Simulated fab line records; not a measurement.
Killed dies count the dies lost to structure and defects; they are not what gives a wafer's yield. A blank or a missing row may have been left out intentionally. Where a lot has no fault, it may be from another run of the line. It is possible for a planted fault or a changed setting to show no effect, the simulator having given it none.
Which of the tools did it? ; flow rit-cmos ; 45 wafers from 15 lots sampled at 2 of the route's 202 steps

WHAT THE GAUGES READ, wafer by wafer
RIT_GATE_OVL_MEAS_17.
lot;measured;on;GATE_OVL (nm)
L872;day 2 18:55;overlay-01;-1.8 -2.5 0.0
L873;day 2 21:08;overlay-01;-2.4 -0.1 -0.3
L874;day 3 02:50;overlay-01;-1.1 -0.4 0.4
L875;day 3 06:32;overlay-01;-0.1 -0.3 0.5
L876;day 3 12:08;overlay-01;1.1 -1.9 2.4
L877;day 3 19:18;overlay-01;-3.0 -2.3 -2.1
L878;day 3 22:54;overlay-01;0.5 -0.8 0.7
L879;day 4 03:07;overlay-02;129.3 128.3 129.3
L880;day 4 11:18;overlay-01;126.6 128.4 128.8
L881;day 4 16:52;overlay-02;-1.0 -2.0 -1.6
L882;day 4 19:39;overlay-01;-2.2 -3.6 -0.8
L883;day 4 23:50;overlay-02;0.0 0.2 -0.4
L885;day 5 07:17;overlay-02;129.4 128.0 126.6
L887;day 5 19:42;overlay-02;129.8 129.8 131.7
L894;day 7 06:46;overlay-01;-1.4 1.6 1.6

EACH LOT AND THE TOOL THAT RAN IT (in order: tool; ch and the chambers of the sampled wafers; start)
lot;RIT_GATE_EXPOSE_13
L872;iline-stepper-02 ch 0, day 2 18:12
L873;iline-stepper-01 ch 0, day 2 20:37
L874;iline-stepper-01 ch 0, day 3 02:19
L875;iline-stepper-02 ch 0, day 3 06:02
L876;iline-stepper-01 ch 0, day 3 11:37
L877;iline-stepper-02 ch 0, day 3 18:47
L878;iline-stepper-02 ch 0, day 3 22:25
L879;iline-stepper-02 ch 0, day 4 02:31
L880;iline-stepper-02 ch 0, day 4 10:47
L881;iline-stepper-01 ch 0, day 4 16:22
L882;iline-stepper-01 ch 0, day 4 19:09
L883;iline-stepper-01 ch 0, day 4 23:19
L885;iline-stepper-02 ch 0, day 5 06:46
L887;iline-stepper-02 ch 0, day 5 19:11
L894;iline-stepper-01 ch 0, day 7 06:09
- RIT_GATE_EXPOSE_13: exposes mask M6, target cd 150 nm.

AS READ BY THE TOOLS THEMSELVES (means over the sampled wafers that have a number; for cases with no such wafer, the mark the record gives instead)
The record holds no such reading with a usual standard deviation.

THE ANSWER, worked out from the rows above alone
Rule: what is usual is taken from the lots themselves. The widest of any qualifying gaps counts: lots, ordered by their means at a reading, are off when they make up no more than a third of the lots, leave a main group of 4 or more, and stand apart from it by 3 or more times the standard deviation of that group's means. If all means in a main group match to the digits the tables above print for the reading, that group is not used. Also off: a lot with no number at a reading for which 4 or more lots have one. Where the step has rows for the other lots, those lots are counted as sound. After the gauges, taken in route order, come the tools' own readings; for these a lot's mean is taken, as printed above. At the first step where some lot is off, the reading lying furthest off is the one used; lots without a number count as furthest.
Off: at RIT_GATE_OVL_MEAS_17 (GATE_OVL), L879, L880, L885, L887. Main group: mean -0.7 nm, sd 1.
A tool fits if, at a process step before that reading, it ran every lot that is off, and no sound lot after the first of them. Those tools and the gauges at RIT_GATE_OVL_MEAS_17 are tried in the same way. One candidate fits, namely iline-stepper-02 at RIT_GATE_EXPOSE_13. A fault onset in the window from L878 (day 3 22:25, its last sound lot) to L879 (day 4 02:31, its first lot off) fits.

WHAT THE SIMULATOR PUT IN
Scanner matching overlay: iline-stepper-02, from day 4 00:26 on, at RIT_GATE_EXPOSE_13. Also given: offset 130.
Struck lots among those shown: L879, L880, L885, L887. The rule given above showed the same thing.
